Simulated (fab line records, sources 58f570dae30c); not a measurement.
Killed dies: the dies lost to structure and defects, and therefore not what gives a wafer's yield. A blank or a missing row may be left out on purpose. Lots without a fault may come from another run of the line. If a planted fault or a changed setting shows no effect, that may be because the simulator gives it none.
Which tool is to blame? :: flow berkeley_cmos170 :: 14 lots, 42 wafers sampled, at 4 steps of a route of 331

WHAT THE GAUGES READ, wafer by wafer
UCB170_M1_OVL_MEAS_10. Usual: M1_OVL gives -4 nm (standard deviation 4.7).
lot: L286
measured: day 7 02:12
on: overlay-02
M1_OVL (nm): 2 -1 1
flag: 

lot: L285
measured: day 7 04:11
on: overlay-02
M1_OVL (nm): -1 -4 -4
flag: 

lot: L287
measured: day 7 13:28
on: overlay-01
M1_OVL (nm): -2 -9 -5
flag: 

lot: L290
measured: day 7 19:04
on: overlay-01
M1_OVL (nm): -3 2 -3
flag: 

lot: L294
measured: day 9 06:34
on: overlay-02
M1_OVL (nm): -8 -6 -2
flag: 

lot: L291
measured: day 9 06:49
on: overlay-01
M1_OVL (nm): -8 -3 -7
flag: 

lot: L292
measured: day 9 07:05
on: overlay-01
M1_OVL (nm): -11 -5 -9
flag: 

lot: L295
measured: day 9 17:22
on: overlay-01
M1_OVL (nm): -2 -1 -4
flag: 

lot: L296
measured: day 10 03:07
on: overlay-02
M1_OVL (nm): -11 -5 -8
flag: 

lot: L299
measured: day 10 09:29
on: overlay-01
M1_OVL (nm): -9 -10 -13
flag: 

lot: L300
measured: day 10 12:26
on: overlay-01
M1_OVL (nm): -8 -3 -14
flag: 

lot: L304
measured: day 11 15:17
on: overlay-01
M1_OVL (nm): 2 4 2
flag: 

lot: L306
measured: day 12 01:26
on: overlay-01
M1_OVL (nm): 4 -5 1
flag: 

lot: L308
measured: day 12 11:19
on: overlay-01
M1_OVL (nm): 0 -2 -6
flag: 

UCB170_M3_THK_MEAS_03: measures by xrf. Usual: M3_AL_THK gives 902 nm (standard deviation 12).
lot: L286
measured: day 7 13:59
on: film_metro-01
M3_AL_THK (nm): 915 912 905
flag: 

lot: L285
measured: day 7 18:01
on: film_metro-03
M3_AL_THK (nm): 894 891 928
flag: 

lot: L287
measured: day 8 06:02
on: film_metro-04
M3_AL_THK (nm): 887 891 886
flag: 

lot: L290
measured: day 8 17:32
on: film_metro-04
M3_AL_THK (nm): 905 919 911
flag: 

lot: L294
measured: day 10 02:56
on: film_metro-01
M3_AL_THK (nm): 927 920 929
flag: 

lot: L291
measured: day 10 03:20
on: film_metro-01
M3_AL_THK (nm): 896 893 903
flag: 

lot: L292
measured: day 10 03:57
on: film_metro-04
M3_AL_THK (nm): 913 912 905
flag: 

lot: L295
measured: day 10 07:05
on: film_metro-04
M3_AL_THK (nm): 928 931 918
flag: 

lot: L296
measured: day 10 18:37
on: film_metro-01
M3_AL_THK (nm): 892 907 893
flag: 

lot: L299
measured: day 11 00:40
on: film_metro-04
M3_AL_THK (nm): 895 894 903
flag: 

lot: L300
measured: day 11 02:08
on: film_metro-04
M3_AL_THK (nm): 877 891 879
flag: 

lot: L304
measured: day 12 04:50
on: film_metro-01
M3_AL_THK (nm): 896 887 892
flag: 

lot: L306
measured: day 12 17:05
on: film_metro-01
M3_AL_THK (nm): 903 896 900
flag: 

lot: L308
measured: day 13 04:40
on: film_metro-04
M3_AL_THK (nm): 893 907 899
flag: 

EACH LOT AND THE TOOL THAT RAN IT (in order: tool; ch and the chambers of the sampled wafers; start)
lot: L286
UCB170_V1_ETCH_14: rie_diel-04 ch 1,2,3, day 7 07:40
UCB170_V2_SOFTBAKE_08: litho_track-01 ch 0, day 7 12:38

lot: L285
UCB170_V1_ETCH_14: rie_diel-04 ch 1,2,3, day 7 11:10
UCB170_V2_SOFTBAKE_08: litho_track-04 ch 0, day 7 16:31

lot: L287
UCB170_V1_ETCH_14: rie_diel-01 ch 0,1,3, day 7 21:31
UCB170_V2_SOFTBAKE_08: litho_track-04 ch 0, day 8 04:06

lot: L290
UCB170_V1_ETCH_14: rie_diel-01 ch 1,2,3, day 8 04:49
UCB170_V2_SOFTBAKE_08: litho_track-04 ch 0, day 8 15:32

lot: L294
UCB170_V1_ETCH_14: rie_diel-03 ch 1,2, day 9 16:17
UCB170_V2_SOFTBAKE_08: litho_track-04 ch 0, day 10 01:31

lot: L291
UCB170_V1_ETCH_14: rie_diel-03 ch 0,1, day 9 17:08
UCB170_V2_SOFTBAKE_08: litho_track-02 ch 0, day 10 01:47

lot: L292
UCB170_V1_ETCH_14: rie_diel-01 ch 0,2,3, day 9 15:57
UCB170_V2_SOFTBAKE_08: litho_track-04 ch 0, day 10 01:55

lot: L295
UCB170_V1_ETCH_14: rie_diel-03 ch 1,2, day 9 23:28
UCB170_V2_SOFTBAKE_08: litho_track-02 ch 0, day 10 05:26

lot: L296
UCB170_V1_ETCH_14: rie_diel-01 ch 0,1,3, day 10 12:07
UCB170_V2_SOFTBAKE_08: litho_track-04 ch 0, day 10 17:04

lot: L299
UCB170_V1_ETCH_14: rie_diel-01 ch 0,3, day 10 17:16
UCB170_V2_SOFTBAKE_08: litho_track-01 ch 0, day 10 23:04

lot: L300
UCB170_V1_ETCH_14: rie_diel-01 ch 0,1,3, day 10 19:21
UCB170_V2_SOFTBAKE_08: litho_track-02 ch 0, day 11 00:11

lot: L304
UCB170_V1_ETCH_14: rie_diel-03 ch 0,1,2, day 11 22:04
UCB170_V2_SOFTBAKE_08: litho_track-01 ch 0, day 12 03:18

lot: L306
UCB170_V1_ETCH_14: rie_diel-04 ch 0,2,3, day 12 10:48
UCB170_V2_SOFTBAKE_08: litho_track-04 ch 0, day 12 15:22

lot: L308
UCB170_V1_ETCH_14: rie_diel-03 ch 0,3, day 12 17:35
UCB170_V2_SOFTBAKE_08: litho_track-01 ch 0, day 13 02:49
- UCB170_V1_ETCH_14: etches SiO2 in CHF3/CF4/Ar, stops on Al, target depth 1250 nm, time 291 s.
- UCB170_V2_SOFTBAKE_08: time 61.37 s.

WHAT THE TOOLS THEMSELVES READ (means of the sampled wafers that have a number; where no wafer has one, the mark that the record gives instead)
UCB170_V1_ETCH_14. Usual: chamber_pressure_mTorr 199.96 mTorr, standard deviation 0.17; drypump_motor_current_A 5.7 A, standard deviation 0.39; oes_product_au 0.873 a.u., standard deviation 0.016; throttle_valve_pct 6.99 %, standard deviation 0.13.
lot: L286
tool: rie_diel-04
chamber_pressure_mTorr (mTorr): 200.06
drypump_motor_current_A (A): 5.4
oes_product_au (a.u.): 0.883
throttle_valve_pct (%): 6.90
flag: 

lot: L285
tool: rie_diel-04
chamber_pressure_mTorr (mTorr): 199.99
drypump_motor_current_A (A): 5.4
oes_product_au (a.u.): 0.880
throttle_valve_pct (%): 6.90
flag: 

lot: L287
tool: rie_diel-01
chamber_pressure_mTorr (mTorr): 199.82
drypump_motor_current_A (A): 6.0
oes_product_au (a.u.): 0.876
throttle_valve_pct (%): 7.12
flag: 

lot: L290
tool: rie_diel-01
chamber_pressure_mTorr (mTorr): 199.76
drypump_motor_current_A (A): 6.1
oes_product_au (a.u.): 0.884
throttle_valve_pct (%): 7.08
flag: 

lot: L294
tool: rie_diel-03
chamber_pressure_mTorr (mTorr): 200.00
drypump_motor_current_A (A): 5.5
oes_product_au (a.u.): 0.874
throttle_valve_pct (%): 7.02
flag: 

lot: L291
tool: rie_diel-03
chamber_pressure_mTorr (mTorr): 199.73
drypump_motor_current_A (A): 5.5
oes_product_au (a.u.): 0.878
throttle_valve_pct (%): 6.98
flag: 

lot: L292
tool: rie_diel-01
chamber_pressure_mTorr (mTorr): 199.95
drypump_motor_current_A (A): 6.1
oes_product_au (a.u.): 0.875
throttle_valve_pct (%): 7.04
flag: 

lot: L295
tool: rie_diel-03
chamber_pressure_mTorr (mTorr): 199.89
drypump_motor_current_A (A): 5.5
oes_product_au (a.u.): 0.873
throttle_valve_pct (%): 7.03
flag: 

lot: L296
tool: rie_diel-01
chamber_pressure_mTorr (mTorr): 199.83
drypump_motor_current_A (A): 6.1
oes_product_au (a.u.): 0.878
throttle_valve_pct (%): 7.12
flag: 

lot: L299
tool: rie_diel-01
chamber_pressure_mTorr (mTorr): 200.12
drypump_motor_current_A (A): 6.2
oes_product_au (a.u.): 0.881
throttle_valve_pct (%): 7.10
flag: 

lot: L300
tool: rie_diel-01
chamber_pressure_mTorr (mTorr): 199.90
drypump_motor_current_A (A): 6.1
oes_product_au (a.u.): 0.882
throttle_valve_pct (%): 7.10
flag: 

lot: L304
tool: rie_diel-03
chamber_pressure_mTorr (mTorr): 199.84
drypump_motor_current_A (A): 5.5
oes_product_au (a.u.): 0.876
throttle_valve_pct (%): 7.00
flag: 

lot: L306
tool: rie_diel-04
chamber_pressure_mTorr (mTorr): 199.94
drypump_motor_current_A (A): 5.8
oes_product_au (a.u.): 0.870
throttle_valve_pct (%): 6.90
flag: 

lot: L308
tool: rie_diel-03
chamber_pressure_mTorr (mTorr): 199.82
drypump_motor_current_A (A): 5.3
oes_product_au (a.u.): 0.887
throttle_valve_pct (%): 7.06
flag: 

UCB170_V2_SOFTBAKE_08. Usual: plate_sensor_t_centre_C 131.41 C, standard deviation 0.011; plate_sensor_t_edge_C 131.53 C, standard deviation 0.0095.
lot: L286
tool: litho_track-01
plate_sensor_t_centre_C (C): 131.41
plate_sensor_t_edge_C (C): 131.53
flag: 

lot: L285
tool: litho_track-04
plate_sensor_t_centre_C (C): 131.41
plate_sensor_t_edge_C (C): 131.53
flag: 

lot: L287
tool: litho_track-04
plate_sensor_t_centre_C (C): 131.41
plate_sensor_t_edge_C (C): 131.52
flag: 

lot: L290
tool: litho_track-04
plate_sensor_t_centre_C (C): 131.40
plate_sensor_t_edge_C (C): 131.52
flag: 

lot: L294
tool: litho_track-04
plate_sensor_t_centre_C (C): 131.41
plate_sensor_t_edge_C (C): 131.54
flag: 

lot: L291
tool: litho_track-02
plate_sensor_t_centre_C (C): 131.40
plate_sensor_t_edge_C (C): 131.53
flag: 

lot: L292
tool: litho_track-04
plate_sensor_t_centre_C (C): 131.40
plate_sensor_t_edge_C (C): 131.54
flag: 

lot: L295
tool: litho_track-02
plate_sensor_t_centre_C (C): 131.40
plate_sensor_t_edge_C (C): 131.53
flag: 

lot: L296
tool: litho_track-04
plate_sensor_t_centre_C (C): 131.40
plate_sensor_t_edge_C (C): 131.53
flag: 

lot: L299
tool: litho_track-01
plate_sensor_t_centre_C (C): 131.41
plate_sensor_t_edge_C (C): 131.53
flag: 

lot: L300
tool: litho_track-02
plate_sensor_t_centre_C (C): 131.41
plate_sensor_t_edge_C (C): 131.54
flag: 

lot: L304
tool: litho_track-01
plate_sensor_t_centre_C (C): 131.41
plate_sensor_t_edge_C (C): 131.53
flag: 

lot: L306
tool: litho_track-04
plate_sensor_t_centre_C (C): 131.41
plate_sensor_t_edge_C (C): 131.53
flag: 

lot: L308
tool: litho_track-01
plate_sensor_t_centre_C (C): 131.40
plate_sensor_t_edge_C (C): 131.53
flag: 

THE ANSWER, worked out from the rows above alone
Rule: a lot counts as off when the mean over its wafers that have a number is more than 3 standard deviations away from the usual mean. Also off: a lot with no number at a reading for which 4 or more lots have one. The other lots that the step has rows for count as sound. After the gauges, taken in route order, come the tools' own readings; for these a lot's mean is taken, as printed above. The first step at which some lot is off is used, and at that step the reading that is off furthest; a lot without a number counts as furthest.
Nothing can be told from this: no lot is off at any reading shown.

WHAT THE SIMULATOR PUT IN
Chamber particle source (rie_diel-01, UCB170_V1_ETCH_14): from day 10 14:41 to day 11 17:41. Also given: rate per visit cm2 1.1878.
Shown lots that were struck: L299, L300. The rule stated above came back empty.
